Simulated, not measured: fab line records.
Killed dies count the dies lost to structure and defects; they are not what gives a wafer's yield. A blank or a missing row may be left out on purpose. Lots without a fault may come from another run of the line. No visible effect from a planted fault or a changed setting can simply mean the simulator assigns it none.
Which tool did it? ; flow rit_cmos ; 42 wafers from 14 lots sampled at 4 of the route's 202 steps

WHAT THE GAUGES SHOWED, per wafer
RIT_PWELL_OVL_MEAS_06.
lot;measured;on;PWELL_OVL (nm)
L589;day 1 22:35;overlay-02;-2.4 -2.9 -1.4
L590;day 2 03:49;overlay-01;0.5 -0.1 0.4
L591;day 2 07:52;overlay-02;1.4 1.6 0.9
L592;day 2 13:07;overlay-01;-0.5 -1.8 -1.0
L593;day 2 18:02;overlay-01;0.1 -0.1 1.1
L599;day 4 00:32;overlay-02;0.0 -1.1 0.3
L601;day 4 11:22;overlay-02;-1.1 -0.7 -0.7
L602;day 4 16:02;overlay-02;-1.4 -1.3 -1.8
L603;day 4 21:37;overlay-01;2.2 1.5 -0.1
L604;day 5 02:58;overlay-01;1.4 -2.6 -0.6
L606;day 5 12:53;overlay-01;1.1 1.1 1.8
L608;day 5 21:38;overlay-02;-0.4 0.2 1.2
L609;day 6 01:56;overlay-01;0.5 2.1 1.5
L610;day 6 07:08;overlay-01;-0.9 1.6 -1.5

RIT_GATE_CD_MEAS_16 targets a cd of 150 nm.
lot;measured;on;cd_nm (nm)
L589;day 2 13:15;cd_sem-01;149.7 155.7 152.7
L590;day 2 17:43;cd_sem-01;147.6 150.4 150.0
L591;day 2 21:53;cd_sem-01;150.8 151.4 152.0
L592;day 3 03:12;cd_sem-01;147.0 146.7 148.2
L593;day 3 08:15;cd_sem-01;153.6 150.1 153.2
L599;day 4 14:58;cd_sem-02;149.0 147.5 149.2
L601;day 5 03:41;cd_sem-01;153.0 150.5 149.5
L602;day 5 09:52;cd_sem-02;150.8 150.4 149.4
L603;day 5 11:31;cd_sem-02;152.8 152.3 152.1
L604;day 5 17:02;cd_sem-01;149.3 153.0 151.2
L606;day 6 02:55;cd_sem-01;146.8 146.6 146.1
L608;day 6 12:20;cd_sem-01;153.0 153.3 152.8
L609;day 6 15:47;cd_sem-02;149.1 150.2 151.4
L610;day 6 22:17;cd_sem-01;151.2 152.5 151.9

RIT_M1_BOW_MEAS_16.
lot;measured;on;M1_BOW (um)
L589;day 3 11:53;film_metro-01;19 18 5
L590;day 3 14:14;film_metro-02;26 13 20
L591;day 3 18:15;film_metro-01;26 19 15
L592;day 3 23:47;film_metro-01;11 17 16
L593;day 4 04:17;film_metro-03;17 9 18
L599;day 5 11:24;film_metro-02;25 25 24
L601;day 6 00:33;film_metro-01;24 -2 9
L602;day 6 06:29;film_metro-02;9 11 13
L603;day 6 08:40;film_metro-01;27 14 9
L604;day 6 13:10;film_metro-01;15 5 7
L606;day 6 23:02;film_metro-02;15 23 15
L608;day 7 08:55;film_metro-01;17 14 36
L609;day 7 12:07;film_metro-01;13 1 7
L610;day 7 19:13;film_metro-03;23 15 22

TOOL THAT RAN EACH LOT (tool first, then ch and the chambers of the sampled wafers, then the start)
lot;RIT_SPACER_CVD_03
L589;lpcvd-01 ch 0, day 2 22:53
L590;lpcvd-01 ch 1, day 3 01:10
L591;lpcvd-01 ch 0, day 3 04:55
L592;lpcvd-02 ch 0, day 3 10:34
L593;lpcvd-01 ch 0, day 3 15:13
L599;lpcvd-01 ch 1, day 4 22:11
L601;lpcvd-01 ch 1, day 5 11:31
L602;lpcvd-02 ch 0, day 5 16:58
L603;lpcvd-01 ch 0, day 5 19:02
L604;lpcvd-02 ch 0, day 6 00:21
L606;lpcvd-02 ch 0, day 6 10:01
L608;lpcvd-02 ch 0, day 6 19:49
L609;lpcvd-02 ch 0, day 6 22:56
L610;lpcvd-02 ch 0, day 7 06:26
- RIT_SPACER_CVD_03: deposits Si3N4 from SiH2Cl2/NH3, target thk 250 nm, time 3300 s.

WHAT THE TOOLS THEMSELVES READ (means of the sampled wafers that have a number; where no wafer has one, the mark that the record gives instead)
RIT_SPACER_CVD_03.
lot;tool;pressure_mtorr (mTorr);spike_tc_centre_C (C);zone_power_load_pct (%)
L589;lpcvd-01;300.5;811.1;21.0
L590;lpcvd-01;300.4;812.2;20.7
L591;lpcvd-01;300.3;811.0;21.1
L592;lpcvd-02;300.0;813.2;20.9
L593;lpcvd-01;299.4;811.2;21.0
L599;lpcvd-01;299.2;812.2;21.0
L601;lpcvd-01;299.8;811.4;20.8
L602;lpcvd-02;299.8;813.4;21.0
L603;lpcvd-01;299.2;811.2;21.0
L604;lpcvd-02;300.5;812.6;20.9
L606;lpcvd-02;300.4;811.9;20.9
L608;lpcvd-02;299.9;812.5;20.7
L609;lpcvd-02;299.4;813.2;21.0
L610;lpcvd-02;300.4;813.4;21.0

THE ANSWER, worked out from the rows above alone
Rule: what is usual is taken from the lots themselves. The widest of any qualifying gaps counts: lots, ordered by their means at a reading, are off when they make up no more than a third of the lots, leave a main group of 4 or more, and stand apart from it by 3 or more times the standard deviation of that group's means. If all means in a main group match to the digits the tables above print for the reading, that group is not used. A lot without any number at a reading at which 4 lots or more have one is off too. The other lots that the step has rows for count as sound. The gauges are gone through in route order, then the tools' own readings, and for those a lot's mean is taken as printed above. At the first step where some lot is off, the reading lying furthest off is the one used; lots without a number count as furthest.
Nothing can be told from this: no lot is off at any reading shown.

WHAT THE SIMULATOR PUT IN
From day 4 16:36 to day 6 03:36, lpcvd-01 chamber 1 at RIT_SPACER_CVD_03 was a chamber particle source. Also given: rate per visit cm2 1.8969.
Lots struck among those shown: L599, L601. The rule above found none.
